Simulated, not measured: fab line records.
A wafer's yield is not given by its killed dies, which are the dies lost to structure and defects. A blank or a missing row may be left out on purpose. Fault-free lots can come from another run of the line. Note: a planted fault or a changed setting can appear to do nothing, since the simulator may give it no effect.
A struck lot beside a sound one + flow rit cmos + 19 steps out of a route of 202
Sound: wafers L729.3, L729.4, L729.6. Wafers struck: L741.1, L741.3, L741.4. The cause comes at the end.
Per side, at each step with rows, come the tool, then ch with its chambers, and then its first start. Under that, the readings that differ: sound wafers + struck wafers + difference of the means + sigmas: that difference in standard deviations of wafers without a fault.
alike: readings whose means differ by less than 2 such deviations, and words and numbers that are the same on both sides. not compared: withheld readings, readings that some wafer has no value for, bounds like >300 that may hide the same value, and numbers for which the record gives no deviation and whose values overlap.
The two part at a step that has a row with sigmas, a row that says differs or no value, or rows on one side only. Numbers that have no deviation but don't overlap get no sigmas and don't part them. A reading missing from all wafers of one side parts the sides only when that side holds two or more wafers.

first, 6 steps without rows for these wafers: RIT_NWELL_HMDS_00 (prime time 60 s); RIT_NWELL_COAT_01 (resist thk 1300 nm); RIT_NWELL_SOFTBAKE_02 (time 60 s); RIT_NWELL_EXPOSE_03 (exposes mask M2, target cd 43900 nm); RIT_NWELL_PEB_04; RIT_NWELL_DEVELOP_05 (develop time 68 s).
RIT_NWELL_OVL_MEAS_06:
  sound: overlay-01 at day 3 18:40; struck: overlay-02 at day 6 07:13
  alike: NWELL_OVL
then, 2 steps without rows for these wafers: RIT_NWELL_HARDBAKE_07 (time 120 s); RIT_NWELL_IMPLANT_08.
RIT_NWELL_STRIP_09: strips in O2, time 180 s.
  sound on plasma asher-01 ch 0,1, day 3 19:08; struck on plasma asher-03 ch 0,1, day 6 07:39
  alike: drypump motor current A, o2 flow sccm
  not compared: rf hours counter h
RIT_NWELL_TW_MEAS_10:
  sound: film metro-03 at day 3 19:17; struck: film metro-04 at day 6 07:49
  alike: NWELL_TW
then, 1 step without rows for these wafers: RIT_PWELL_HMDS_00 (prime time 60 s).
RIT_PWELL_COAT_01: resist thk 1300 nm.
  sound on litho track-04 ch 0, day 3 19:31; struck on litho track-03, day 6 08:02
  no value came back on the struck wafers for chill plate temp C (C), dispense pressure kPa (kPa); on the sound wafers chill plate temp C (C) reads 22.93 22.99 22.91
then, 4 steps without rows for these wafers: RIT_PWELL_SOFTBAKE_02 (time 60 s); RIT_PWELL_EXPOSE_03 (exposes mask M3, target cd 43700 nm); RIT_PWELL_PEB_04; RIT_PWELL_DEVELOP_05 (develop time 68 s).
RIT_PWELL_OVL_MEAS_06:
  sound: overlay-01 at day 3 20:20; struck: overlay-02 at day 6 08:53
| reading        | sound          | struck | difference                    | sigmas |
|----------------|----------------|--------|-------------------------------|--------|
| PWELL_OVL (nm) | -0.2 -0.3 -0.4 | - - -  | no value on the struck wafers |        |
then, 1 step without rows for these wafers: RIT_PWELL_HARDBAKE_07 (time 120 s).

## WHERE THEY PART
Last at RIT_PWELL_OVL_MEAS_06 as far as this record goes, first at RIT_PWELL_COAT_01.

WHY: what the simulator had put in
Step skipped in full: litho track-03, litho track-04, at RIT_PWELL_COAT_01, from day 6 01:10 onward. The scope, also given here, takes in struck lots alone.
